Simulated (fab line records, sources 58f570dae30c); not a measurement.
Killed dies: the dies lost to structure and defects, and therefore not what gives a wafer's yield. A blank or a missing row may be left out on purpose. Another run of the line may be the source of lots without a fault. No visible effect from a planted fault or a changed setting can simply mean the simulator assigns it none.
Which tool did it? + flow berkeleyCmos170 + 12 lots with 36 wafers sampled at 4 steps, on a route of 331 steps

## WHAT THE GAUGES READ, wafer by wafer
UCB170_M3_CD_MEAS_90: target cd 700 nm. Usual: cdNm at 700.2 nm, with a standard deviation of 2.8.
| lot  | measured     | on       | cdNm (nm)         | flag |
|------|--------------|----------|-------------------|------|
| L416 | day 8 05:10  | cdSem-02 | 696.6 695.4 696.6 |      |
| L419 | day 8 14:10  | cdSem-02 | 696.1 702.0 698.0 |      |
| L418 | day 8 15:01  | cdSem-01 | 698.4 699.1 699.3 |      |
| L417 | day 8 18:16  | cdSem-02 | 697.8 697.1 700.4 |      |
| L420 | day 8 22:47  | cdSem-01 | 699.0 702.4 699.3 |      |
| L421 | day 8 23:56  | cdSem-02 | 700.4 703.1 702.9 |      |
| L427 | day 10 03:40 | cdSem-01 | 702.1 701.8 700.7 |      |
| L429 | day 10 13:56 | cdSem-02 | 704.1 702.1 704.2 |      |
| L434 | day 11 15:01 | cdSem-02 | 700.4 697.0 700.0 |      |
| L433 | day 11 17:14 | cdSem-02 | 697.0 700.9 699.3 |      |
| L436 | day 12 06:43 | cdSem-01 | 698.1 700.8 703.1 |      |
| L438 | day 12 15:28 | cdSem-02 | 698.7 697.8 697.7 |      |

UCB170_M3_BOW_MEAS_20. Usual: M3_BOW gives 35 um (standard deviation 7.1).
| lot  | measured     | on           | M3_BOW (um) | flag |
|------|--------------|--------------|-------------|------|
| L416 | day 8 05:17  | filmMetro-02 | 41 38 48    |      |
| L419 | day 8 14:17  | filmMetro-03 | 29 41 35    |      |
| L418 | day 8 15:08  | filmMetro-02 | 41 42 38    |      |
| L417 | day 8 18:23  | filmMetro-03 | 41 29 41    |      |
| L420 | day 8 22:55  | filmMetro-03 | 36 52 31    |      |
| L421 | day 9 00:03  | filmMetro-03 | 30 36 26    |      |
| L427 | day 10 03:47 | filmMetro-04 | 29 44 33    |      |
| L429 | day 10 14:03 | filmMetro-03 | 39 30 44    |      |
| L434 | day 11 15:08 | filmMetro-04 | 27 39 27    |      |
| L433 | day 11 17:21 | filmMetro-02 | 46 38 34    |      |
| L436 | day 12 06:50 | filmMetro-03 | 39 26 31    |      |
| L438 | day 12 15:35 | filmMetro-04 | 28 30 37    |      |

## WHICH TOOL RAN EACH LOT (tool, then ch and the chambers of the sampled wafers, then the start)
| lot  | UCB170_V2_STRIP_15                  | UCB170_M3_METAL_ETCH_18          |
|------|-------------------------------------|----------------------------------|
| L416 | plasmaAsher-01 ch 1, day 7 23:29    | rieMetal-01 ch 1, day 8 04:52    |
| L419 | plasmaAsher-01 ch 0,1, day 8 10:34  | rieMetal-01 ch 0,1, day 8 13:53  |
| L418 | plasmaAsher-01 ch 0,1, day 8 11:28  | rieMetal-04 ch 0,1, day 8 14:39  |
| L417 | plasmaAsher-03 ch 0,1, day 8 15:08  | rieMetal-04 ch 0,1, day 8 17:59  |
| L420 | plasmaAsher-03 ch 0,1, day 8 19:51  | rieMetal-01 ch 0,1, day 8 22:32  |
| L421 | plasmaAsher-02 ch 0,1, day 8 20:43  | rieMetal-03 ch 0,1, day 8 23:39  |
| L427 | plasmaAsher-03 ch 0,1, day 9 22:31  | rieMetal-04 ch 0,1, day 10 03:22 |
| L429 | plasmaAsher-01 ch 0,1, day 10 10:06 | rieMetal-01 ch 0,1, day 10 13:39 |
| L434 | plasmaAsher-02 ch 1, day 11 11:24   | rieMetal-03 ch 0,1, day 11 14:43 |
| L433 | plasmaAsher-01 ch 0,1, day 11 13:17 | rieMetal-03 ch 0,1, day 11 16:58 |
| L436 | plasmaAsher-03 ch 0,1, day 12 03:42 | rieMetal-04 ch 0,1, day 12 06:25 |
| L438 | plasmaAsher-02 ch 0,1, day 12 11:37 | rieMetal-03 ch 1, day 12 14:59   |
- UCB170_V2_STRIP_15: strips in O2.
- UCB170_M3_METAL_ETCH_18: etches Al in Cl2/BCl3, stops on SiO2, target depth 1170 nm, time 195 s.

## WHAT THE TOOLS THEMSELVES READ (means of the sampled wafers that have a number; where no wafer has one, the mark that the record gives instead)
UCB170_V2_STRIP_15. Usual: chamberPressureMTorr 3500 mTorr, standard deviation 3.2; drypumpMotorCurrentA 5.65 A, standard deviation 0.27; o2FlowSccm 399.9 sccm, standard deviation 1.1; oesProductAu 0.722 a.u., standard deviation 0.0047; stripTimeToEndpointS 15.35 s, standard deviation 0.11.
| lot  | tool           | chamberPressureMTorr (mTorr) | drypumpMotorCurrentA (A) | o2FlowSccm (sccm) | oesProductAu (a.u.) | stripTimeToEndpointS (s) | flag |
|------|----------------|------------------------------|--------------------------|-------------------|---------------------|--------------------------|------|
| L416 | plasmaAsher-01 | 3502                         | 5.56                     | 399.6             | 0.718               | 15.43                    |      |
| L419 | plasmaAsher-01 | 3501                         | 5.48                     | 401.2             | 0.719               | 15.39                    |      |
| L418 | plasmaAsher-01 | 3500                         | 5.43                     | 399.7             | 0.723               | 15.47                    |      |
| L417 | plasmaAsher-03 | 3502                         | 5.87                     | 401.0             | 0.723               | 15.49                    |      |
| L420 | plasmaAsher-03 | 3501                         | 6.02                     | 400.1             | 0.722               | 15.26                    |      |
| L421 | plasmaAsher-02 | 3502                         | 5.50                     | 400.4             | 0.718               | 15.33                    |      |
| L427 | plasmaAsher-03 | 3501                         | 5.86                     | 400.2             | 0.721               | 15.48                    |      |
| L429 | plasmaAsher-01 | 3503                         | 5.45                     | 397.9             | 0.718               | 15.25                    |      |
| L434 | plasmaAsher-02 | 3503                         | 5.46                     | 400.8             | 0.723               | 15.37                    |      |
| L433 | plasmaAsher-01 | 3499                         | 5.45                     | 400.8             | 0.720               | 15.30                    |      |
| L436 | plasmaAsher-03 | 3502                         | 6.02                     | 399.8             | 0.722               | 15.41                    |      |
| L438 | plasmaAsher-02 | 3500                         | 5.56                     | 397.8             | 0.727               | 15.44                    |      |

UCB170_M3_METAL_ETCH_18. Usual: chamberPressureMTorr 12.000 mTorr, standard deviation 0.012; drypumpMotorCurrentA 5.49 A, standard deviation 0.28; oesProductAu 0.859 a.u., standard deviation 0.013; throttleValvePct 24.49 %, standard deviation 0.3.
| lot  | tool        | chamberPressureMTorr (mTorr) | drypumpMotorCurrentA (A) | oesProductAu (a.u.) | throttleValvePct (%) | flag |
|------|-------------|------------------------------|--------------------------|---------------------|----------------------|------|
| L416 | rieMetal-01 | 12.001                       | 5.78                     | 0.881               | 24.81                |      |
| L419 | rieMetal-01 | 12.007                       | 5.68                     | 0.866               | 24.78                |      |
| L418 | rieMetal-04 | 11.994                       | 5.29                     | 0.854               | 24.17                |      |
| L417 | rieMetal-04 | 12.005                       | 5.50                     | 0.859               | 24.35                |      |
| L420 | rieMetal-01 | 11.988                       | 5.65                     | 0.865               | 24.77                |      |
| L421 | rieMetal-03 | 12.009                       | 5.29                     | 0.851               | 24.22                |      |
| L427 | rieMetal-04 | 11.985                       | 5.30                     | 0.861               | 24.18                |      |
| L429 | rieMetal-01 | 12.009                       | 5.53                     | 0.854               | 24.74                |      |
| L434 | rieMetal-03 | 12.000                       | 5.28                     | 0.857               | 24.22                |      |
| L433 | rieMetal-03 | 12.001                       | 5.46                     | 0.849               | 24.37                |      |
| L436 | rieMetal-04 | 12.006                       | 5.51                     | 0.856               | 24.35                |      |
| L438 | rieMetal-03 | 11.998                       | 5.64                     | 0.857               | 24.50                |      |

## THE ANSWER, worked out from the rows above alone
Rule: a lot counts as off when the mean over its wafers that have a number is more than 3 standard deviations away from the usual mean. A lot without any number at a reading at which 4 lots or more have one is off too. All remaining lots with rows at the step are treated as sound. After the gauges, taken in route order, come the tools' own readings; for these a lot's mean is taken, as printed above. The first step at which some lot is off is used, and at that step the reading that is off furthest; a lot without a number counts as furthest.
Across all readings shown, no lot is off: no conclusion can be drawn from this.

## WHAT WAS PUT IN BY THE SIMULATOR
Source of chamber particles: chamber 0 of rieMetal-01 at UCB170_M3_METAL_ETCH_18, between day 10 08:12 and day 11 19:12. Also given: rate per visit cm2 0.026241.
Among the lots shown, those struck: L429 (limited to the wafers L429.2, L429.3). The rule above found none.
